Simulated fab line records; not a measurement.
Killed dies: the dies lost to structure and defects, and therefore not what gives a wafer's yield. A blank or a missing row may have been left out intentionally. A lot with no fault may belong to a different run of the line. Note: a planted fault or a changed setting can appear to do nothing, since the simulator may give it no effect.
fab line records -- flow ritCmos -- part 2 of 2: steps 29 to 39 of 39
record lots=5, wafers=15, lastDay=7
route steps=202 shown GATE@97 REOX@98 NLDD@103 PLDD@114 SPACER@125 NSD@131
lots that met no fault: from a run of the same line without faults
startH: hours from the record's first day to the start of the lot's first wafer shown -- waitH: time in hours since the lot's previous step -- " unchanged from the row above -- L1.1+2: a single row standing in for several wafers -- - no value present, or no start provided -- * or withheld: withheld -- < > ~ a bound
route shown NAME@n: NAME is a module with steps in the file, n the number in the route of the first one -- usual: average and standard deviation across the fault-free wafers -- same: alike in all rows -- chamber/n: place in a boat -- sites: each site's reading -- _std_site: standard deviation across them -- _edge_site: the outer-site mean with the inner-site mean subtracted -- radiusMm: how far each site lies from the wafer's centre -- mask NAME#n: copy n -- behind: the most recent tool/chamber to have shaped the wafer -- hold: why the lot went on hold/how many hours it stayed there/how the hold came to an end -- device: names the non-switching transistor (n, p or np) -- end of line: the tests these same wafers got at the end of their route -- a step given without rows: its recipe and nothing more -- killed: dies that structure and defects cost at the first sort, which is not the same as the wafer's yield -- map: shows each die of a wafer: x if killed, . if not, _ if none is there
set.NAME: the setting as run; set.NAME@STEP: as run at that earlier step -- model.NAME: the simulator's own value behind a step, which no gauge read
lots seen at some steps along the route; tables by step, rows by wafer
services: from which hour (startH, from the record's first day; less than 0 if before it) a tool's chamber was out of use, for how many hours, and why
## steps
# step RIT_SPACER_CLEAN_00
# recipe chemistry=SC1, mix=3:3:50, timeS=600, tempC=75
# usual bathGuardTempC=74.4/0.6
lot.wafer,tool,chamber,startH,waitH,bathGuardTempC
L074.2,wetBench-03,1,49.05,0.0,74.2
L074.3,wetBench-03,1,49.05,0.0,73.9
L074.4,wetBench-03,1,49.05,0.0,74.1
L080.1,wetBench-02,2,91.98,0.1,74.8
L080.4,wetBench-02,2,91.98,0.1,74.4
L080.6,wetBench-02,2,91.98,0.1,74.7
L081.1,wetBench-02,2,101.36,0.1,74.5
L081.2,wetBench-02,2,101.36,0.1,74.9
L081.4,wetBench-02,2,101.36,0.1,74.9
L090.3,wetBench-02,3,141.79,0.0,74.8
L090.4,wetBench-02,3,141.79,0.0,74.7
L090.6,wetBench-02,3,141.79,0.0,74.8
L092.1,wetBench-03,1,154.20,0.1,74.1
L092.3,wetBench-03,1,154.20,0.1,74.2
L092.5,wetBench-03,1,154.20,0.1,73.7
# step RIT_SPACER_CLEAN_01
# recipe chemistry=dHF, dilution=50:1, timeS=30
lot.wafer,tool,chamber,startH,waitH
L074.2+3+4,wetBench-02,1,49.40,0.0
L080.1+4+6,wetBench-04,2,92.17,0.0
L081.1+2+4,wetBench-04,0,101.53,0.0
L090.3+4+6,wetBench-04,2,141.96,0.0
L092.1+3+5,wetBench-04,0,154.39,0.0
# step RIT_SPACER_CLEAN_02
# recipe chemistry=SC2, mix=3:3:50, timeS=600, tempC=75, dry=n2Spin
# usual bathGuardTempC=74.6/0.67
lot.wafer,tool,chamber,startH,waitH,bathGuardTempC
L074.2,wetBench-04,0,49.42,0.0,74.0
L074.3,wetBench-04,0,49.42,0.0,73.7
L074.4,wetBench-04,0,49.42,0.0,74.1
L080.1,wetBench-02,0,92.18,0.0,74.1
L080.4,wetBench-02,0,92.18,0.0,74.3
L080.6,wetBench-02,0,92.18,0.0,74.1
L081.1,wetBench-03,2,101.55,0.0,74.5
L081.2,wetBench-03,2,101.55,0.0,74.8
L081.4,wetBench-03,2,101.55,0.0,74.6
L090.3,wetBench-03,1,141.98,0.0,73.8
L090.4,wetBench-03,1,141.98,0.0,74.4
L090.6,wetBench-03,1,141.98,0.0,73.8
L092.1,wetBench-04,3,154.41,0.0,74.1
L092.3,wetBench-04,3,154.41,0.0,74.6
L092.5,wetBench-04,3,154.41,0.0,74.5
# step RIT_SPACER_CVD_03
# recipe material=Si3N4, targetThkNm=250, tempC=810, precursor=SiH2Cl2/NH3, timeS=3300, pressureMtorr=311.7, sih2cl2FlowSccm=60, nh3FlowSccm=150
# usual pressureMtorr=311.7/0.61
lot.wafer,tool,chamber,startH,waitH,pressureMtorr
L074.2,lpcvd-01,0,49.61,0.0,311.8
L074.3,lpcvd-01,0,49.61,0.0,310.6
L074.4,lpcvd-01,0,49.61,0.0,310.9
L080.1,lpcvd-02,0,92.38,0.0,311.4
L080.4,lpcvd-02,0,92.38,0.0,310.7
L080.6,lpcvd-02,0,92.38,0.0,310.5
L081.1,lpcvd-02,0,101.73,0.0,311.5
L081.2,lpcvd-02,0,101.73,0.0,311.5
L081.4,lpcvd-02,0,101.73,0.0,311.2
L090.3,lpcvd-01,1,143.09,0.9,312.1
L090.4,lpcvd-01,1,143.09,0.9,310.5
L090.6,lpcvd-01,1,143.09,0.9,312.1
L092.1,lpcvd-02,1,154.85,0.2,310.9
L092.3,lpcvd-02,1,154.85,0.2,311.0
L092.5,lpcvd-02,1,154.85,0.2,311.2
# step RIT_SPACER_THK_MEAS_04
# recipe reads=Si3N4_of_SPACER_CVD_03
# usual SPACER_NITRIDE_THK=253.3/2.3
lot.wafer,tool,chamber,startH,waitH,SPACER_NITRIDE_THK[nm]
L074.2,filmMetro-01,-,51.54,0.0,255.2
L074.3,filmMetro-01,-,51.54,0.0,253.9
L074.4,filmMetro-01,-,51.54,0.0,253.7
L080.1,filmMetro-03,-,94.29,0.0,252.8
L080.4,filmMetro-03,-,94.29,0.0,252.4
L080.6,filmMetro-03,-,94.29,0.0,250.9
L081.1,filmMetro-03,-,103.64,0.0,251.2
L081.2,filmMetro-03,-,103.64,0.0,251.9
L081.4,filmMetro-03,-,103.64,0.0,254.0
L090.3,filmMetro-04,-,145.03,0.0,253.4
L090.4,filmMetro-04,-,145.03,0.0,254.9
L090.6,filmMetro-04,-,145.03,0.0,253.0
L092.1,filmMetro-04,-,156.76,0.0,249.5
L092.3,filmMetro-04,-,156.76,0.0,252.3
L092.5,filmMetro-04,-,156.76,0.0,249.1
# step RIT_SPACER_ETCHBACK_05
# recipe targetDepthA=2500, SF6_flow_sccm=30, CHF3_flow_sccm=30, target=Si3N4, chemistry=SF6/CHF3, pressureMtorr=40, rfW=250, timeS=240, stopOn=SiO2
# usual SF6_flow_sccm=30.01/0.09, drypumpMotorCurrentA=5.9/0.42, oesProductAu=0.856/0.014, throttleValvePct=10.31/0.089
lot.wafer,tool,chamber,startH,waitH,SF6_flow_sccm,drypumpMotorCurrentA,oesProductAu,rfHoursCounterH,throttleValvePct
L074.2,rieDiel-03,3,51.59,0.0,30.04,6.1,0.852,157,10.34
L074.3,rieDiel-03,1,51.59,0.0,29.97,5.6,0.868,6,10.44
L074.4,rieDiel-03,0,51.59,0.0,29.96,5.9,0.850,21,10.38
L080.1,rieDiel-04,3,94.35,0.1,29.82,6.1,0.836,101,10.28
L080.4,rieDiel-04,0,94.35,0.1,30.01,5.1,0.865,2,10.16
L080.6,rieDiel-04,1,94.35,0.1,29.85,5.2,0.846,-,10.28
L081.1,rieDiel-04,1,103.70,0.1,29.94,5.2,0.856,7,10.31
L081.2,rieDiel-04,3,103.70,0.1,29.92,6.1,0.825,101,10.31
L081.4,rieDiel-04,2,103.70,0.1,30.07,6.3,0.852,82,10.20
L090.3,rieDiel-01,1,145.07,0.0,29.92,5.9,0.880,7,10.39
L090.4,rieDiel-01,1,145.07,0.0,29.97,5.9,0.880,-,10.38
L090.6,rieDiel-01,3,145.07,0.0,30.02,6.1,0.869,-,10.41
L092.1,rieDiel-04,1,156.82,0.1,29.94,5.2,0.860,8,10.29
L092.3,rieDiel-04,3,156.82,0.1,29.98,6.1,0.821,103,10.29
L092.5,rieDiel-04,1,156.82,0.1,29.99,5.2,0.856,-,10.27
# step RIT_NSD_HMDS_00
# recipe primeTimeS=60, primeTempC=140
# usual exhaustPa=45.0/1
lot.wafer,tool,chamber,startH,waitH,exhaustPa
L074.2,lithoTrack-03,0,51.76,0.1,43.9
L074.3,lithoTrack-03,0,51.76,0.1,45.1
L074.4,lithoTrack-03,0,51.76,0.1,45.3
L080.1,lithoTrack-02,0,94.50,0.1,44.4
L080.4,lithoTrack-02,0,94.50,0.1,44.0
L080.6,lithoTrack-02,0,94.50,0.1,44.3
L081.1,lithoTrack-02,0,103.85,0.1,45.5
L081.2,lithoTrack-02,0,103.85,0.1,44.3
L081.4,lithoTrack-02,0,103.85,0.1,43.8
L090.3,lithoTrack-04,0,145.30,0.2,44.8
L090.4,lithoTrack-04,0,145.30,0.2,45.9
L090.6,lithoTrack-04,0,145.30,0.2,45.9
L092.1,lithoTrack-04,0,156.97,0.1,45.7
L092.3,lithoTrack-04,0,156.97,0.1,45.4
L092.5,lithoTrack-04,0,156.97,0.1,47.1
# step RIT_NSD_COAT_01
# recipe resist=NOVOLAK, spinRpm=3250, resistThkNm=1000
# usual exhaustPa=45.3/0.91
lot.wafer,tool,chamber,startH,waitH,exhaustPa
L074.2,lithoTrack-03,0,51.91,0.1,45.3
L074.3,lithoTrack-03,0,51.91,0.1,44.7
L074.4,lithoTrack-03,0,51.91,0.1,44.2
L080.1,lithoTrack-02,0,94.65,0.1,46.0
L080.4,lithoTrack-02,0,94.65,0.1,46.0
L080.6,lithoTrack-02,0,94.65,0.1,45.4
L081.1,lithoTrack-02,0,104.00,0.1,45.5
L081.2,lithoTrack-02,0,104.00,0.1,44.9
L081.4,lithoTrack-02,0,104.00,0.1,44.6
L090.3,lithoTrack-04,0,145.45,0.1,47.0
L090.4,lithoTrack-04,0,145.45,0.1,46.0
L090.6,lithoTrack-04,0,145.45,0.1,46.0
L092.1,lithoTrack-04,0,157.12,0.1,44.7
L092.3,lithoTrack-04,0,157.12,0.1,45.0
L092.5,lithoTrack-04,0,157.12,0.1,44.5
# step RIT_NSD_SOFTBAKE_02
# recipe resist=NOVOLAK, tempC=90, timeS=60
# usual exhaustPa=45.0/0.97, plateTempC=90.00/0.13
lot.wafer,tool,chamber,startH,waitH,exhaustPa,plateTempC
L074.2,lithoTrack-03,0,52.06,0.1,44.8,90.01
L074.3,lithoTrack-03,0,52.06,0.1,44.8,89.97
L074.4,lithoTrack-03,0,52.06,0.1,44.6,90.27
L080.1,lithoTrack-02,0,94.80,0.1,45.6,90.27
L080.4,lithoTrack-02,0,94.80,0.1,44.7,90.00
L080.6,lithoTrack-02,0,94.80,0.1,44.9,90.12
L081.1,lithoTrack-02,0,104.15,0.1,43.6,90.02
L081.2,lithoTrack-02,0,104.15,0.1,43.2,90.09
L081.4,lithoTrack-02,0,104.15,0.1,45.1,90.00
L090.3,lithoTrack-04,0,145.60,0.1,44.5,89.82
L090.4,lithoTrack-04,0,145.60,0.1,45.2,90.02
L090.6,lithoTrack-04,0,145.60,0.1,45.4,90.01
L092.1,lithoTrack-04,0,157.27,0.1,44.9,89.83
L092.3,lithoTrack-04,0,157.27,0.1,44.9,89.99
L092.5,lithoTrack-04,0,157.27,0.1,43.7,89.94
# step RIT_NSD_EXPOSE_03
# recipe maskId=M9, na=0.57, targetCdNm=40700, doseMj=250
lot.wafer,tool,chamber,startH,waitH,mask
L074.2+3+4,ilineStepper-01,0,52.20,0.1,M9#0
L080.1+4+6,ilineStepper-01,0,94.95,0.1,M9#0
L081.1+2+4,ilineStepper-01,0,104.30,0.1,M9#0
L090.3+4+6,ilineStepper-02,0,145.95,0.3,M9#0
L092.1+3+5,ilineStepper-02,0,157.42,0.1,M9#0
# step RIT_NSD_PEB_04
# recipe resist=NOVOLAK, tempC=withheld, timeS=withheld
# usual exhaustPa=44.9/0.93
lot.wafer,tool,chamber,startH,waitH,exhaustPa
L074.2,lithoTrack-03,0,52.33,0.1,45.4
L074.3,lithoTrack-03,0,52.33,0.1,46.0
L074.4,lithoTrack-03,0,52.33,0.1,46.7
L080.1,lithoTrack-02,0,95.07,0.1,45.1
L080.4,lithoTrack-02,0,95.07,0.1,46.8
L080.6,lithoTrack-02,0,95.07,0.1,46.9
L081.1,lithoTrack-03,0,104.42,0.1,45.4
L081.2,lithoTrack-03,0,104.42,0.1,46.5
L081.4,lithoTrack-03,0,104.42,0.1,45.9
L090.3,lithoTrack-03,0,146.08,0.1,45.3
L090.4,lithoTrack-03,0,146.08,0.1,46.2
L090.6,lithoTrack-03,0,146.08,0.1,44.9
L092.1,lithoTrack-03,0,157.54,0.1,43.1
L092.3,lithoTrack-03,0,157.54,0.1,44.7
L092.5,lithoTrack-03,0,157.54,0.1,44.5
## services
tool,chamber,startH,hours,kind
rieDiel-03,0,27.01,21.0,repair
implanter-04,-,35.60,1.4,repair
rieDiel-04,-,39.98,0.3,repair
furnace-03,-,47.83,82.0,pm
implanter-03,-,58.75,2.7,repair
implanter-04,-,63.75,2.0,pm
rieDiel-01,1,77.86,14.2,repair
lpcvd-02,-,97.85,1.1,repair
rieDiel-04,1,105.06,19.3,repair
plasmaAsher-01,-,108.75,9.0,pm
implanter-03,-,112.33,4.3,pm
rieDiel-04,-,112.98,0.6,repair
lpcvd-02,-,118.05,2.8,pm
ilineStepper-01,-,119.14,1.7,pm
rieDiel-04,2,120.54,1.5,repair
plasmaAsher-04,-,121.84,3.7,pm
lpcvd-02,-,123.72,6.1,pm
wetBench-01,-,138.97,1.4,repair
rieDiel-01,2,142.01,5.6,repair
plasmaAsher-02,-,145.29,0.8,repair
rieDiel-04,2,147.35,6.5,repair
wetBench-02,-,148.26,29.6,pm
furnace-04,-,150.56,3.9,pm
plasmaAsher-03,-,151.56,1.9,repair
